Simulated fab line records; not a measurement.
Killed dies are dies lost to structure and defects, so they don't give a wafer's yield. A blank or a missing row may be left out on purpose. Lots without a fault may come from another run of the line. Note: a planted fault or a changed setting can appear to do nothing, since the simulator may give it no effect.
Which of the tools did it? + flow rit cmos + 39 wafers sampled from 13 lots at 1 step of a route of 202

WHAT THE GAUGES SHOWED, per wafer
RIT_ACTIVE_THK_MEAS_04. Usual: ACTIVE_NITRIDE_THK typically reads 149.8 nm, with standard deviation 1.3.
| lot  | measured    | on            | ACTIVE_NITRIDE_THK (nm) | flag |
|------|-------------|---------------|-------------------------|------|
| L624 | day 1 13:33 | film metro-02 | 149.7 150.2 149.5       |      |
| L625 | day 1 19:14 | film metro-03 | 149.5 148.4 148.5       |      |
| L626 | day 1 23:32 | film metro-03 | 149.4 149.4 148.7       |      |
| L627 | day 2 04:32 | film metro-02 | 149.6 150.6 150.9       |      |
| L628 | day 2 09:32 | film metro-01 | 152.6 151.9 151.6       |      |
| L629 | day 2 15:06 | film metro-03 | 149.0 148.1 148.3       |      |
| L630 | day 2 19:32 | film metro-03 | 149.2 148.8 148.8       |      |
| L631 | day 3 01:07 | film metro-03 | 150.9 151.0 151.5       |      |
| L634 | day 3 15:32 | film metro-01 | 150.8 149.1 150.6       |      |
| L641 | day 5 02:33 | film metro-01 | 150.4 149.8 149.5       |      |
| L643 | day 5 12:32 | film metro-01 | 150.6 152.0 150.6       |      |
| L644 | day 5 17:32 | film metro-02 | 150.0 150.8 150.1       |      |
| L647 | day 6 08:32 | film metro-03 | 150.0 150.8 149.2       |      |

TOOL THAT RAN EACH LOT (tool first, then ch and the chambers of the sampled wafers, then the start)
There is no process step in the record ahead of these readings.

WHAT THE TOOLS THEMSELVES READ (means of the sampled wafers that have a number; where no wafer has one, the mark that the record gives instead)
The record holds no such reading with a usual standard deviation.

THE ANSWER, worked out from the rows above alone
Rule: lot off if the mean of its wafers having a number is beyond 3 standard deviations from the usual mean. A lot without any number at a reading at which 4 lots or more have one is off too. The other lots that the step has rows for count as sound. Order of review: gauges by route order, followed by the tools' own readings, for which a lot's mean as printed above is used. At the first step where some lot is off, the reading lying furthest off is the one used; lots without a number count as furthest.
No lot is off at any reading shown: from this, nothing can be told.

WHAT WAS PUT IN BY THE SIMULATOR
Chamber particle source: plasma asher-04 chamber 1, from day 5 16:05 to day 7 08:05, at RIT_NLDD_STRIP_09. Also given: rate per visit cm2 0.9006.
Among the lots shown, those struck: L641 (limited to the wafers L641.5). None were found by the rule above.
